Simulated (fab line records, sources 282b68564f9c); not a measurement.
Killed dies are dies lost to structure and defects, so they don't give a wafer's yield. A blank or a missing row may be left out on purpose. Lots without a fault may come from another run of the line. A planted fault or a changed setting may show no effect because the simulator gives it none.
One fault seen from 2 desks | flow rit_cmos | each desk has only its own numbers; what lay behind them comes last

THE METROLOGY DESK
What the gauges read, lot by lot, whatever tool the lot ran on: means of the sampled wafers that have a number. A lot is out of limits, marked OUT, if its mean lies more than 4 standard deviations from the usual mean; the brackets give that distance. Of its 10 readings 7 are shown: those that lie furthest out on some lot.
Columns: A = FOX1_OXIDE_THK at RIT_FOX1_THK_MEAS_01, usual 347 nm; B = FOX2_OXIDE_THK at RIT_FOX2_THK_MEAS_01, usual 346 nm; C = FIELD_OXIDE_LEFT_1_THK at RIT_FOX2_THK_MEAS_90, usual 319 nm; D = NWELL_OVL at RIT_NWELL_OVL_MEAS_06, usual -0.9 nm; E = NWELL_TW at RIT_NWELL_TW_MEAS_10, usual 2163; F = PWELL_OVL at RIT_PWELL_OVL_MEAS_06, usual 0.1 nm; G = PWELL_TW at RIT_PWELL_TW_MEAS_10, usual 961
lot  | first seen here | A   | B   | C   | D    | E    | F    | G
L143 | day 2 20:38     | 341 | 337 | 309 | -2.3 | 2175 | 1.0  | 966
L145 | day 3 04:04     | 365 | 350 | 323 | 1.4  | 2171 | 1.5  | 953
L150 | day 4 03:41     | 346 | 347 | 333 | 0.7  | 2177 | -3.7 | 968
L151 | day 4 09:41     | 351 | 348 | 321 | -0.3 | 2167 | -0.5 | 961
L156 | day 5 09:29     | 348 | 355 | 329 | 0.5  | 2146 | -0.2 | 963
This desk's finding: nothing out of limits on any of the 5 lots.

THE TOOL OWNER'S DESK: wet_bench-02
The tool's own readings at RIT_FOX2_CLEAN_02 (cleans in dHF, time 180 s): means of the sampled wafers that have a number, for each lot that ran on this tool. A lot is out of limits, marked OUT, if its mean lies more than 4 standard deviations from the usual mean; the brackets give that distance.
Columns: A = run_length_s at RIT_FOX2_CLEAN_02, usual 208 s
lot  | first seen here | A
L145 | day 3 09:12     | 208
L150 | day 4 09:20     | 56 (-48) OUT
This desk's finding: out of limits on L150; first on L150, day 4 09:20 (run_length_s at RIT_FOX2_CLEAN_02). In limits: L145.

PUT TOGETHER
The tool owner's desk could have raised an alarm at day 4 09:20, on L150.
The metrology desk saw nothing out of limits.
The metrology desk has L150 on record, within its limits.
Of the lots named, all ran RIT_FOX2_CLEAN_02 on wet_bench-02.

WHAT THE SIMULATOR HAD PUT IN
Process parameter drift: wet_bench-02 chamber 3, from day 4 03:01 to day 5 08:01, at RIT_FOX2_CLEAN_02. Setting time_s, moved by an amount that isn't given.
Lots struck among those shown: L150.
Hours from the fault's start to each desk's first reading out of limits: the tool owner's desk, 6.
